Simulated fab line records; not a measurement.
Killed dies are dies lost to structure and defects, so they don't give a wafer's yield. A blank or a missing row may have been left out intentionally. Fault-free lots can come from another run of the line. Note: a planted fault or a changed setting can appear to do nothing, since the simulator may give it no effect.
One fault through the eyes of 2 desks | flow berkeley-cmos170 | numbers are kept per desk, each desk with only its own; the story behind them comes last

## DESK OF THE TOOL OWNER: lpcvd-02
The tool's own readings at UCB170_PWELL_CVD_05 (deposits Si3N4 from SiH2Cl2/NH3, target thk 220 nm, time 3300 s): means of the sampled wafers that have a number, for each lot that ran on this tool. Marked OUT: a lot whose mean sits more than 4 standard deviations from the usual mean, which makes it out of limits; the brackets give that distance.
Columns: A = sih2cl2-flow-sccm at UCB170_PWELL_CVD_05, usual 25.00 sccm; B = spike-tc-load-C at UCB170_PWELL_CVD_05, usual 825.0 C; C = susceptor-temp-C at UCB170_PWELL_CVD_05, usual 800.0 C
lot  | first seen here | A     | B     | C
L136 | day 3 07:44     | 25.12 | 828.0 | 799.9
L137 | day 3 07:44     | 24.97 | 823.0 | 799.8
L138 | day 3 21:47     | 24.94 | 828.1 | 800.1
L139 | day 3 21:47     | 24.91 | 822.0 | 800.3
L140 | day 3 21:47     | 24.98 | 822.1 | 800.0
L143 | day 4 06:36     | 25.06 | 827.0 | 799.5
L145 | day 5 09:52     | 25.01 | 822.3 | -
Finding of this desk: none of the 7 lots has anything out of limits.

## AT THE METROLOGY DESK
What the gauges read for every lot (on any tool): the sampled wafers with a number, averaged. Marked OUT: a lot whose mean sits more than 4 standard deviations from the usual mean, which makes it out of limits; the brackets give that distance.
Columns: A = PWELL_NITRIDE_THK at UCB170_PWELL_THK_MEAS_06, usual 218.9 nm; B = FIELD_OXIDE_LEFT_1_THK at UCB170_FIELD_THK_MEAS_90, usual 441 nm; C = cd-nm at UCB170_PLDD_CD_MEAS_06, usual 1199.9 nm
lot  | first seen here | A               | B   | C
L137 | day 3 09:39     | 220.0           | 439 | 1200.2
L136 | day 3 09:40     | 219.0           | 434 | 1200.5
L139 | day 3 23:42     | 223.8           | 432 | 1199.6
L138 | day 3 23:43     | 217.8           | 439 | 1200.7
L140 | day 3 23:44     | 218.4           | 428 | 1198.4
L143 | day 4 08:31     | 218.2           | 448 | 1200.1
L145 | day 5 11:47     | 110.1 (-57) OUT | 448 | 1198.1
L156 | day 7 16:50     | 219.5           | 432 | 1198.6
L155 | day 7 16:50     | 220.7           | 430 | 1199.4
L157 | day 7 16:50     | 218.9           | 438 | 1201.9
L159 | day 8 00:34     | 219.8           | 433 | 1199.9
L158 | day 8 00:35     | 220.5           | 459 | 1200.0
This desk's result: L145 out of limits, first on L145 (PWELL_NITRIDE_THK at UCB170_PWELL_THK_MEAS_06), day 5 11:47. Within limits: L137, L136, L139, L138, L140, L143, L156, L155, L157, L159, L158.

## BROUGHT TOGETHER
An alarm was possible from the metrology desk at day 5 11:47, on L145.
Nothing out of limits was seen by the tool owner's desk.
Tool owner's desk: L145 on record, inside its limits.
Every lot named ran UCB170_PWELL_CVD_05 on lpcvd-02.

## WHAT HAD BEEN PUT IN BY THE SIMULATOR
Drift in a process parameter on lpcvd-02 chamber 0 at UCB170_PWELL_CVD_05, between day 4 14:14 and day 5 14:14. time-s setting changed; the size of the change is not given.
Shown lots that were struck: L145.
Hours from the fault's start to each desk's first reading out of limits: the metrology desk, 22.
